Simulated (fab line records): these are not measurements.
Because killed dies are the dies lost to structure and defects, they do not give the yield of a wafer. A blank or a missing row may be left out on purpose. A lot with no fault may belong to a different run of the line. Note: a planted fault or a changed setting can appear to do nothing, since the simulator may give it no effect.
Split-lot experiment :: flow berkeley-cmos170 :: 5 lots, 23 wafers read, on a route of 331 steps

== ON THE SPLIT ==
At UCB170_NLDD_PEB_04, the setting peb-temp-c was moved away from the recipe's 130 C on 8 of the 23 wafers read, by -2.2% to +2.0%. This setting was run at the recipe's value on the other wafers.

== SPLIT TO READING: what lies between them in the file, 1 step ==
- UCB170_NLDD_DEVELOP_05: develop time 45 s

== THE READING ==
Shown in nm: cd-nm at UCB170_NLDD_CD_MEAS_06, with target cd 1200 nm. A value of 1200.0 nm with a standard deviation of 1.5 nm is what fault-free wafers of this fab line usually give.

wafer: L075.3
tool, chamber at the split: litho-track-04, 0
peb-temp-c as run, C: 130
against the recipe: recipe
cd-nm, nm: 1198.0
against lot-mates on the recipe: -

wafer: L075.4
tool, chamber at the split: litho-track-04, 0
peb-temp-c as run, C: 130
against the recipe: recipe
cd-nm, nm: 1197.7
against lot-mates on the recipe: -

wafer: L075.5
tool, chamber at the split: litho-track-04, 0
peb-temp-c as run, C: 130
against the recipe: recipe
cd-nm, nm: 1197.7
against lot-mates on the recipe: -

wafer: L079.1
tool, chamber at the split: litho-track-04, 0
peb-temp-c as run, C: 132.6
against the recipe: +2.0%
cd-nm, nm: 1216.1
against lot-mates on the recipe: +14.7

wafer: L079.2
tool, chamber at the split: litho-track-04, 0
peb-temp-c as run, C: 132.6
against the recipe: +2.0%
cd-nm, nm: 1216.2
against lot-mates on the recipe: +14.8

wafer: L079.3
tool, chamber at the split: litho-track-04, 0
peb-temp-c as run, C: 130
against the recipe: recipe
cd-nm, nm: 1202.2
against lot-mates on the recipe: -

wafer: L079.4
tool, chamber at the split: litho-track-04, 0
peb-temp-c as run, C: 130
against the recipe: recipe
cd-nm, nm: 1200.7
against lot-mates on the recipe: -

wafer: L079.6
tool, chamber at the split: litho-track-04, 0
peb-temp-c as run, C: 130
against the recipe: recipe
cd-nm, nm: 1201.3
against lot-mates on the recipe: -

wafer: L082.1
tool, chamber at the split: litho-track-04, 0
peb-temp-c as run, C: 127.9
against the recipe: -1.6%
cd-nm, nm: 1185.7
against lot-mates on the recipe: -16.4

wafer: L082.2
tool, chamber at the split: litho-track-04, 0
peb-temp-c as run, C: 127.9
against the recipe: -1.6%
cd-nm, nm: 1186.1
against lot-mates on the recipe: -16.0

wafer: L082.3
tool, chamber at the split: litho-track-04, 0
peb-temp-c as run, C: 130
against the recipe: recipe
cd-nm, nm: 1202.3
against lot-mates on the recipe: -

wafer: L082.5
tool, chamber at the split: litho-track-04, 0
peb-temp-c as run, C: 130
against the recipe: recipe
cd-nm, nm: 1201.6
against lot-mates on the recipe: -

wafer: L082.6
tool, chamber at the split: litho-track-04, 0
peb-temp-c as run, C: 130
against the recipe: recipe
cd-nm, nm: 1202.3
against lot-mates on the recipe: -

wafer: L084.1
tool, chamber at the split: litho-track-04, 0
peb-temp-c as run, C: 131
against the recipe: +0.8%
cd-nm, nm: 1206.4
against lot-mates on the recipe: +6.6

wafer: L084.3
tool, chamber at the split: litho-track-04, 0
peb-temp-c as run, C: 130
against the recipe: recipe
cd-nm, nm: 1200.1
against lot-mates on the recipe: -

wafer: L084.4
tool, chamber at the split: litho-track-04, 0
peb-temp-c as run, C: 130
against the recipe: recipe
cd-nm, nm: 1199.9
against lot-mates on the recipe: -

wafer: L084.5
tool, chamber at the split: litho-track-04, 0
peb-temp-c as run, C: 131
against the recipe: +0.8%
cd-nm, nm: 1207.7
against lot-mates on the recipe: +7.9

wafer: L084.6
tool, chamber at the split: litho-track-04, 0
peb-temp-c as run, C: 130
against the recipe: recipe
cd-nm, nm: 1199.3
against lot-mates on the recipe: -

wafer: L085.1
tool, chamber at the split: litho-track-04, 0
peb-temp-c as run, C: 130
against the recipe: recipe
cd-nm, nm: 1197.9
against lot-mates on the recipe: -

wafer: L085.3
tool, chamber at the split: litho-track-04, 0
peb-temp-c as run, C: 130
against the recipe: recipe
cd-nm, nm: 1198.4
against lot-mates on the recipe: -

wafer: L085.4
tool, chamber at the split: litho-track-04, 0
peb-temp-c as run, C: 127.1
against the recipe: -2.2%
cd-nm, nm: 1176.6
against lot-mates on the recipe: -21.9

wafer: L085.5
tool, chamber at the split: litho-track-04, 0
peb-temp-c as run, C: 130
against the recipe: recipe
cd-nm, nm: 1199.3
against lot-mates on the recipe: -

wafer: L085.6
tool, chamber at the split: litho-track-04, 0
peb-temp-c as run, C: 127.1
against the recipe: -2.2%
cd-nm, nm: 1176.7
against lot-mates on the recipe: -21.8

FIT RESULTS
A straight line over all 23 wafers: cd-nm changes by +9.21 nm for each +1% of peb-temp-c; r = +0.98; the points scatter about the line by 1.8 nm.
The same after taking each lot's own level away (the mean of its wafers on the recipe; 23 wafers): +8.99 nm for each +1%; r = +0.99; scatter 1.2 nm.
That fit puts the effect of the largest move of peb-temp-c on the reading at 20 nm.
The lots' own levels span 1197.80 to 1202.07 nm, that is 2.8 times the standard deviation above.
The two slopes agree, so the slope changes little with the lot-to-lot level.
Check: with one of the wafers moved furthest among these (-2.2%) left out of the fit, the line predicts -20.2 nm for it against its lot-mates. Against them it came out at -21.9 nm.

== FURTHER SPLITS ON THESE WAFERS ==
Before the reading, these wafers also passed through other splits. Each is held against what the fit with the lots' levels taken away leaves over:
other split on the same wafers: UCB170_ACTIVE_CVD_05 nh3-flow-sccm
wafers away from the commonest value: 15
r with cd-nm (lot level and that fit taken away): +0.09

other split on the same wafers: UCB170_PFIELD_EXPOSE_03 dose-mj
wafers away from the commonest value: 4
r with cd-nm (lot level and that fit taken away): +0.06

other split on the same wafers: UCB170_FIELD_OXIDATION_01 ox-time-s
wafers away from the commonest value: 18
r with cd-nm (lot level and that fit taken away): +0.40

other split on the same wafers: UCB170_GATE_PEB_10 peb-temp-c
wafers away from the commonest value: 9
r with cd-nm (lot level and that fit taken away): -0.02

other split on the same wafers: UCB170_PLDD_COAT_01 resist-thk-nm
wafers away from the commonest value: 5
r with cd-nm (lot level and that fit taken away): -0.09

other split on the same wafers: UCB170_PLDD_EXPOSE_03 dose-mj
wafers away from the commonest value: 4
r with cd-nm (lot level and that fit taken away): -0.04

== THE FILE'S OWN FIT ==
cd-nm changes by +9.03 nm for each +1% of peb-temp-c, r = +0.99.
